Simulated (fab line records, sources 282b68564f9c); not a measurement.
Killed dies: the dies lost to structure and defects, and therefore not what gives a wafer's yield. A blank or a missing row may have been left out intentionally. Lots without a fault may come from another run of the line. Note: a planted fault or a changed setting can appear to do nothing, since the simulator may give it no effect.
Tool commonality check ; flow ritCmos ; Lots sampled 14, wafers sampled 42

REASON FOR OPENING
At RIT_SPACER_THK_MEAS_04 the reading SPACER_NITRIDE_THK is flagged on 2 of 14 lots. Fault-free wafers read 249.3 nm, with a standard deviation of 2.4.
Rule: a lot is flagged in two cases, either no wafer of it has a number, or all its wafers with numbers fall more than 4 standard deviations from that mean. The rest of the lots are taken to be sound.

lot;measured;on;SPACER_NITRIDE_THK (nm), wafer by wafer;flag
L992;day 2 21:34;filmMetro-03;247.8 248.2 247.8;
L993;day 3 07:21;filmMetro-03;249.2 248.6 248.3;
L994;day 3 09:34;filmMetro-02;249.7 250.5 251.0;
L995;day 3 13:47;filmMetro-04;252.0 250.4 251.4;
L996;day 3 17:40;filmMetro-03;250.4 251.9 250.5;
L997;day 3 22:55;filmMetro-02;252.3 252.1 252.1;
L998;day 4 03:17;filmMetro-03;250.0 249.6 247.0;
L999;day 4 08:22;filmMetro-04;250.5 251.3 250.1;
L100;day 4 14:31;filmMetro-04;371.8 372.0 376.0;FLAGGED
L101;day 4 19:52;filmMetro-02;368.9 372.5 368.7;FLAGGED
L103;day 5 06:22;filmMetro-03;246.6 246.1 244.4;
L108;day 6 06:40;filmMetro-04;251.3 249.7 253.6;
L110;day 6 16:12;filmMetro-02;248.2 247.7 246.5;
L115;day 7 17:17;filmMetro-04;246.7 245.5 244.0;
On average the flagged lots' numbers are 371.6 nm, which is +122.3 nm against the usual, or +51 standard deviations.

LOT BY LOT: THE TOOL USED
The record keeps 1 process step preceding the reading, out of 202 steps on the route. Read each cell as the tool, then ch plus the chambers that the sampled wafers visited, then the start.
lot;flag;RIT_SPACER_CVD_03
L992;;lpcvd-01 ch 1, day 2 19:38
L993;;lpcvd-02 ch 0, day 3 05:26
L994;;lpcvd-02 ch 0, day 3 07:38
L995;;lpcvd-01 ch 1, day 3 11:52
L996;;lpcvd-02 ch 0, day 3 15:44
L997;;lpcvd-01 ch 0, day 3 20:59
L998;;lpcvd-01 ch 0, day 4 01:21
L999;;lpcvd-02 ch 1, day 4 06:27
L100;FLAGGED;lpcvd-02 ch 1, day 4 12:36
L101;FLAGGED;lpcvd-02 ch 1, day 4 17:58
L103;;lpcvd-01 ch 1, day 5 04:26
L108;;lpcvd-01 ch 0, day 6 04:46
L110;;lpcvd-01 ch 0, day 6 14:16
L115;;lpcvd-02 ch 1, day 7 15:22
What is done by these steps:
- RIT_SPACER_CVD_03: deposits Si3N4 from SiH2Cl2/NH3, target thk 250 nm, time 3300 s.
- RIT_SPACER_THK_MEAS_04

FLAGGED OVER TOTAL, TOOL BY TOOL (the gauges that took the reading come last)
step;tool;lots run;flagged;share of the flagged lots;sound lots run after its first flagged lot
RIT_SPACER_CVD_03;lpcvd-01;7;0;none;-
RIT_SPACER_CVD_03;lpcvd-02;7;2;all;1 (L115)
RIT_SPACER_THK_MEAS_04;filmMetro-02;4;1;some;1 (L110)
RIT_SPACER_THK_MEAS_04;filmMetro-03;5;0;none;-
RIT_SPACER_THK_MEAS_04;filmMetro-04;5;1;some;2 (L108,L115)

THE TABLE: WHAT IT ALLOWS
In the table, 1 row covers all flagged lots: lpcvd-02 at RIT_SPACER_CVD_03.
- lpcvd-02 at RIT_SPACER_CVD_03 ran 7 lots, 2 of them flagged. Sound lots ran on it after the first flagged one (L115), which a lasting fault on the whole tool wouldn't allow.
No row of the table ran every flagged lot and no sound lot after the first.

WHAT THE SIMULATOR HAD PUT IN
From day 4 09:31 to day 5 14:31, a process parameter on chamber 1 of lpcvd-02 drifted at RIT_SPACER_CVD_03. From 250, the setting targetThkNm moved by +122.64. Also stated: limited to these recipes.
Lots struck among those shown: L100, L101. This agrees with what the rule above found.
